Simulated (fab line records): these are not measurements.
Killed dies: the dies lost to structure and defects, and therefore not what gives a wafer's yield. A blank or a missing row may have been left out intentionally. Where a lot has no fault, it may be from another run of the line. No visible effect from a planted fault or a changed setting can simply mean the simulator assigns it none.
Comparing a struck lot with a sound one + flow berkeleyCmos170 + 43 out of 331 route steps
Sound: wafers L793.1, L793.5, L793.6. Struck: wafers L805.3, L805.4, L805.6. At the end, the cause is stated.
For every step that has rows: the tool of each side, followed by ch and its chambers, followed by its first start. Under that, the readings that differ: sound wafers + struck wafers + difference of the means + sigmas: that difference in standard deviations of wafers without a fault.
alike: readings with means less than 2 such deviations apart, plus words and numbers identical on both sides. not compared: withheld readings, readings lacking a value on some wafer, bounds such as >300 that could conceal the same value, and numbers that have no deviation in the record and whose values overlap.
The two part at a step that has a row with sigmas, a row that says differs or no value, or rows on one side only. Numbers that don't overlap but have no deviation are shown without sigmas and don't part them. A reading missing from all wafers of one side parts the sides only when that side holds two or more wafers.

UCB170_PLDD_STRIP_10: strips in O2.
  sound on plasmaAsher-01 ch 0,1, day 7 10:48; struck on plasmaAsher-02 ch 0,1, day 10 05:08
| reading                  | sound             | struck            | difference | sigmas |
|--------------------------|-------------------|-------------------|------------|--------|
| stripTimeToEndpointS (s) | 21.76 21.72 21.86 | 21.69 21.65 21.59 | -0.14      | -2     |
  alike: drypumpMotorCurrentA, oesProductAu
  not compared: rfHoursCounterH
UCB170_PLDD_TW_MEAS_11:
  struck on filmMetro-03, day 10 05:14; sound on filmMetro-04, day 7 10:54
  alike: PLDD_TW
then, 7 steps without rows for these wafers: UCB170_PLDD_CLEAN_12 (cleans in SPM, time 600 s); UCB170_NLDD_HMDS_00 (prime time 60 s); UCB170_NLDD_COAT_01 (resist thk 900 nm); UCB170_NLDD_SOFTBAKE_02 (time 60 s); UCB170_NLDD_EXPOSE_03 (exposes mask NSELECT, target cd 1200 nm); UCB170_NLDD_PEB_04; UCB170_NLDD_DEVELOP_05 (develop time 45 s).
UCB170_NLDD_CD_MEAS_06 targets a cd of 1200 nm.
  struck on cdSem-01, day 10 06:27; sound on cdSem-02, day 7 12:40
| reading   | sound                | struck               | difference | sigmas |
|-----------|----------------------|----------------------|------------|--------|
| cdNm (nm) | 1204.4 1203.4 1203.5 | 1199.5 1199.4 1198.8 | -4.5       | -3     |
UCB170_NLDD_OVL_MEAS_07:
  struck on overlay-02, day 10 06:32; sound on overlay-02, day 7 12:47
  alike: NLDD_OVL
after that, 1 step had no rows for these wafers: UCB170_NLDD_IMPLANT_08.
UCB170_NLDD_IMPLANT_09:
  sound on implanter-01 ch 0, day 7 12:58; struck on implanter-04 ch 0, day 10 06:46
| reading          | sound                         | struck                        | difference | sigmas      |
|------------------|-------------------------------|-------------------------------|------------|-------------|
| doseIonsCm2      | 5.002e+13 5.005e+13 5.005e+13 | 7.245e+13 7.248e+13 7.249e+13 | +2.243e+13 | +99 or more |
| faradayCurrentUA | 164 162 164                   | 228 232 228                   | +66        | +21         |
UCB170_NLDD_STRIP_10: strips in O2.
  sound on plasmaAsher-04 ch 0,1, day 7 13:07; struck on plasmaAsher-01 ch 0,1, day 10 06:54
  alike: drypumpMotorCurrentA, oesProductAu, stripTimeToEndpointS
  not compared: rfHoursCounterH
UCB170_NLDD_TW_MEAS_11:
  struck on filmMetro-04, day 10 07:13; sound on filmMetro-01, day 7 13:14
| reading | sound          | struck         | difference | sigmas |
|---------|----------------|----------------|------------|--------|
| NLDD_TW | 2216 2210 2218 | 2319 2314 2310 | +100       | +8     |
  not compared: hold
UCB170_SPACER_CVD_00: deposits SiO2 from TEOS/O2, target thk 376 nm, time 48.07 s.
  sound on pecvd-01 ch 0,2, day 7 13:36; struck on pecvd-03 ch 0,1, day 10 10:30
  alike: heaterPowerW
UCB170_SPACER_THK_MEAS_01:
  struck on filmMetro-03, day 10 10:36; sound on filmMetro-02, day 7 13:38
| reading              | sound       | struck      | difference | sigmas |
|----------------------|-------------|-------------|------------|--------|
| SPACER_TEOS_THK (nm) | 390 394 395 | 366 375 376 | -21        | -4     |
then, 8 steps without rows for these wafers: UCB170_SPACER_ANNEAL_02 (time 1800 s); UCB170_SPACER_ETCHBACK_03 (etches SiO2 in CHF3/CF4/Ar, stops on Si, target depth 376 nm, time 100 s); UCB170_PSD_HMDS_00 (prime time 60 s); UCB170_PSD_COAT_01 (resist thk 900 nm); UCB170_PSD_SOFTBAKE_02 (time 60 s); UCB170_PSD_EXPOSE_03 (exposes mask PSELECT MOD, target cd 1200 nm); UCB170_PSD_PEB_04; UCB170_PSD_DEVELOP_05 (develop time 45 s).
UCB170_PSD_CD_MEAS_06 targets a cd of 1200 nm.
  struck on cdSem-02, day 10 13:38; sound on cdSem-02, day 7 19:15
  alike: cdNm
UCB170_PSD_OVL_MEAS_07:
  struck on overlay-01, day 10 13:44; sound on overlay-02, day 7 19:22
  alike: PSD_OVL
after that, 1 step had no rows for these wafers: UCB170_PSD_IMPLANT_08.
UCB170_PSD_STRIP_09: strips in O2.
  sound on plasmaAsher-03 ch 0,1, day 7 19:34; struck on plasmaAsher-02 ch 0,1, day 10 13:56
| reading                  | sound             | struck            | difference | sigmas |
|--------------------------|-------------------|-------------------|------------|--------|
| stripTimeToEndpointS (s) | 29.25 29.22 29.37 | 29.61 29.51 29.61 | +0.30      | +3     |
  alike: drypumpMotorCurrentA, oesProductAu
  not compared: rfHoursCounterH
UCB170_PSD_TW_MEAS_10:
  struck on filmMetro-01, day 10 14:02; sound on filmMetro-03, day 7 19:40
  alike: PSD_TW
then, 7 steps without rows for these wafers: UCB170_PSD_CLEAN_11 (cleans in SPM, time 600 s); UCB170_NSD_HMDS_00 (prime time 60 s); UCB170_NSD_COAT_01 (resist thk 900 nm); UCB170_NSD_SOFTBAKE_02 (time 60 s); UCB170_NSD_EXPOSE_03 (exposes mask NSELECT MOD, target cd 1200 nm); UCB170_NSD_PEB_04; UCB170_NSD_DEVELOP_05 (develop time 45 s).
UCB170_NSD_CD_MEAS_06 targets a cd of 1200 nm.
  struck on cdSem-01, day 10 15:15; sound on cdSem-01, day 7 20:53
  alike: cdNm
UCB170_NSD_OVL_MEAS_07:
  struck on overlay-02, day 10 15:20; sound on overlay-01, day 7 21:01
  alike: NSD_OVL
after that, 1 step had no rows for these wafers: UCB170_NSD_IMPLANT_08.
UCB170_NSD_STRIP_09: strips in O2.
  sound on plasmaAsher-03 ch 0,1, day 7 21:12; struck on plasmaAsher-01 ch 0,1, day 10 15:33
  alike: drypumpMotorCurrentA, oesProductAu, stripTimeToEndpointS
  not compared: rfHoursCounterH
UCB170_SDANNEAL_RS_MEAS_05: measurement is done with a four-point probe.
  struck on filmMetro-03, day 10 17:23; sound on filmMetro-04, day 7 23:32
| reading          | sound             | struck            | difference | sigmas |
|------------------|-------------------|-------------------|------------|--------|
| NLDD_RS (ohm/sq) | 615.3 616.4 614.9 | 534.6 535.6 536.0 | -80.1      | -47    |
  not compared: hold
UCB170_M3_PROBE_99:
  rows exist in the record for the sound wafers here (prober-02, day 9 02:26), none for the struck ones

## WHERE THEY PART
First at UCB170_PLDD_STRIP_10; last, within this record, at UCB170_M3_PROBE_99.

WHY: the cause the simulator had injected
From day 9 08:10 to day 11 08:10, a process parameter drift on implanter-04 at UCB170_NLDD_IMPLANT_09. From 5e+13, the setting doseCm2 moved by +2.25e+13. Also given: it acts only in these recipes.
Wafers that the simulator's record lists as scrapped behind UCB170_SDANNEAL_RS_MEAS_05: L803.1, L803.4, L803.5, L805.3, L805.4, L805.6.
